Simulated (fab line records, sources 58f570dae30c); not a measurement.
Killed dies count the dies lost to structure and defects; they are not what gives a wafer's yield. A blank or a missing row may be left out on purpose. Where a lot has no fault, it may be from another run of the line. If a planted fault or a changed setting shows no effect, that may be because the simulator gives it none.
Matching of chambers	flow berkeley cmos170	4 sister chambers for UCB170_V1_CMP_02 on cmp-02
The step polishes SiO2. 4 wafers are shown with their chamber, then 8 later ones without.

== EACH WAFER AND ITS CHAMBER ==
wafer	chamber	motor current A (A)
L675.5	1	16.1
L677.2	2	14.8
L677.5	3	14.1
L683.2	0	20.6

== WAFERS WHOSE CHAMBER IS MISSING ==
wafer	motor current A (A)
L683.3	14.6
L683.6	17.2
L682.2	21.4
L682.5	20.1
L682.6	14.7
L685.2	22.0
L685.3	14.6
L685.4	17.1

== THE CHAMBER EACH PASSED THROUGH ==
wafer	from the rows above	in truth
L683.3	can't be placed: 2 or 3 or 1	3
L683.6	can't be placed: 1 or 2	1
L682.2	0	0
L682.5	0	0
L682.6	can't be placed: 2 or 3 or 1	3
L685.2	0	0
L685.3	can't be placed: 2 or 3 or 1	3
L685.4	can't be placed: 1 or 2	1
3 of 8 placed correctly. Unplaceable from these rows: 5, with the true chamber sitting among the candidates in 5. Placed wrongly: 0.
How it was worked out, from the rows above alone: a wafer's distance from a chamber is the root of the sum, over the readings, of the square of ((its reading less the chamber's mean) divided by the reading's scatter). If the next closest chamber is less than 2 further off than the closest, the wafer can't be placed; otherwise it belongs to the closest. For every chamber, the mean is computed from those of its wafers that are shown. The scatter: root of mean squared gap, hidden wafer to nearest shown wafer, with one shown wafer a chamber.
